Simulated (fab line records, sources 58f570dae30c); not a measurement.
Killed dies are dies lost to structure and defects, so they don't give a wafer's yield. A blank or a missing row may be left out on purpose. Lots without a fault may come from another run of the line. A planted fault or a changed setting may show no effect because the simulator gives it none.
Split-lot experiment | flow berkeley_cmos170 | 5 lots, 23 wafers read, on a route of 331 steps

THE SPLIT
At UCB170_M2_METAL_ETCH_18 (etches Al in Cl2/BCl3, stops on SiO2, target depth 1170 nm, time 195 s), the setting icp_w was moved away from the recipe's 600 W on 7 of the 23 wafers read, by -11.6% to +7.8%. The other wafers ran this setting at the recipe's value.

The file shows no step between the split and the reading.

THE READING
oes_product_au, in a.u., at UCB170_M2_STRIP_19 (strips in O2). Fault-free wafers of this fab line usually give 0.551 a.u., standard deviation 0.017 a.u..

wafer  | tool, chamber at the split | icp_w as run, W | against the recipe | oes_product_au, a.u. | against lot-mates on the recipe
L074.1 | rie_metal-03, 0            | 530.2           | -11.6%             | 0.623                | +0.070
L074.2 | rie_metal-03, 1            | 600             | recipe             | 0.566                | -
L074.3 | rie_metal-03, 0            | 600             | recipe             | 0.548                | -
L074.5 | rie_metal-03, 1            | 530.2           | -11.6%             | 0.638                | +0.085
L074.6 | rie_metal-03, 0            | 600             | recipe             | 0.546                | -
L075.1 | rie_metal-04, 1            | 622.1           | +3.7%              | 0.536                | -0.025
L075.2 | rie_metal-04, 1            | 622.1           | +3.7%              | 0.543                | -0.018
L075.4 | rie_metal-04, 1            | 622.1           | +3.7%              | 0.548                | -0.013
L075.5 | rie_metal-04, 1            | 600             | recipe             | 0.569                | -
L075.6 | rie_metal-04, 1            | 600             | recipe             | 0.553                | -
L079.2 | rie_metal-02, 1            | 600             | recipe             | 0.559                | -
L079.3 | rie_metal-02, 1            | 600             | recipe             | 0.559                | -
L079.4 | rie_metal-02, 0            | 600             | recipe             | 0.517                | -
L082.1 | rie_metal-04, 1            | 646.9           | +7.8%              | 0.492                | -0.055
L082.2 | rie_metal-04, 0            | 600             | recipe             | 0.553                | -
L082.3 | rie_metal-04, 0            | 600             | recipe             | 0.542                | -
L082.4 | rie_metal-04, 1            | 646.9           | +7.8%              | 0.505                | -0.042
L082.6 | rie_metal-04, 0            | 600             | recipe             | 0.547                | -
L081.1 | rie_metal-02, 0            | 600             | recipe             | 0.523                | -
L081.2 | rie_metal-02, 1            | 600             | recipe             | 0.558                | -
L081.3 | rie_metal-02, 0            | 600             | recipe             | 0.508                | -
L081.4 | rie_metal-02, 1            | 600             | recipe             | 0.542                | -
L081.6 | rie_metal-02, 1            | 600             | recipe             | 0.550                | -

THE FIT
A straight line over all 23 wafers: oes_product_au changes by -0.00637 a.u. for each +1% of icp_w; r = -0.87; the points scatter about the line by 0.016 a.u..
The same after taking each lot's own level away (the mean of its wafers on the recipe; 23 wafers): -0.00639 a.u. for each +1%; r = -0.91; scatter 0.013 a.u..
On that fit, the largest move of icp_w shifts the reading by 0.074 a.u..
The lots' own levels span 0.5362 to 0.5610 a.u., that is 1.5 times the standard deviation above.
So the lot-to-lot level changes the slope little: the two slopes agree.
Check: with one of the wafers moved furthest among these (-11.6%) left out of the fit, the line predicts +0.0785 a.u. for it against its lot-mates. It came out at +0.0697 a.u. against them.

OTHER SPLITS ON THESE WAFERS
These wafers also went through other splits before the reading. Each is held against what the fit with the lots' levels taken away leaves over:
other split on the same wafers    | wafers away from the commonest value | r with oes_product_au (lot level and that fit taken away)
UCB170_SILICIDE_SPUTTER_01 time_s | 11                                   | +0.27
UCB170_M1_SPUTTER_00 power_w      | 5                                    | -0.07
UCB170_M1_METAL_ETCH_12 icp_w     | 12                                   | +0.04

THE WHOLE CHAIN: every reading that the file lists as answering this split, in the file's order
step                    | what it does                                                           | reading                                                                   | change (the file's fit)                   | r (the file's)
UCB170_M2_METAL_ETCH_18 | etches Al in Cl2/BCl3, stops on SiO2, target depth 1170 nm, time 195 s | KrF_of_M2_COAT_10.thk_nm (the simulator's own value, which no gauge read) | -6.13 nm for each +1% of the setting      | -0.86
UCB170_M2_STRIP_19      | strips in O2                                                           | oes_product_au                                                            | -0.00646 a.u. for each +1% of the setting | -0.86

THE FILE'S OWN FIT
oes_product_au changes by -0.00646 a.u. for each +1% of icp_w, r = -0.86.
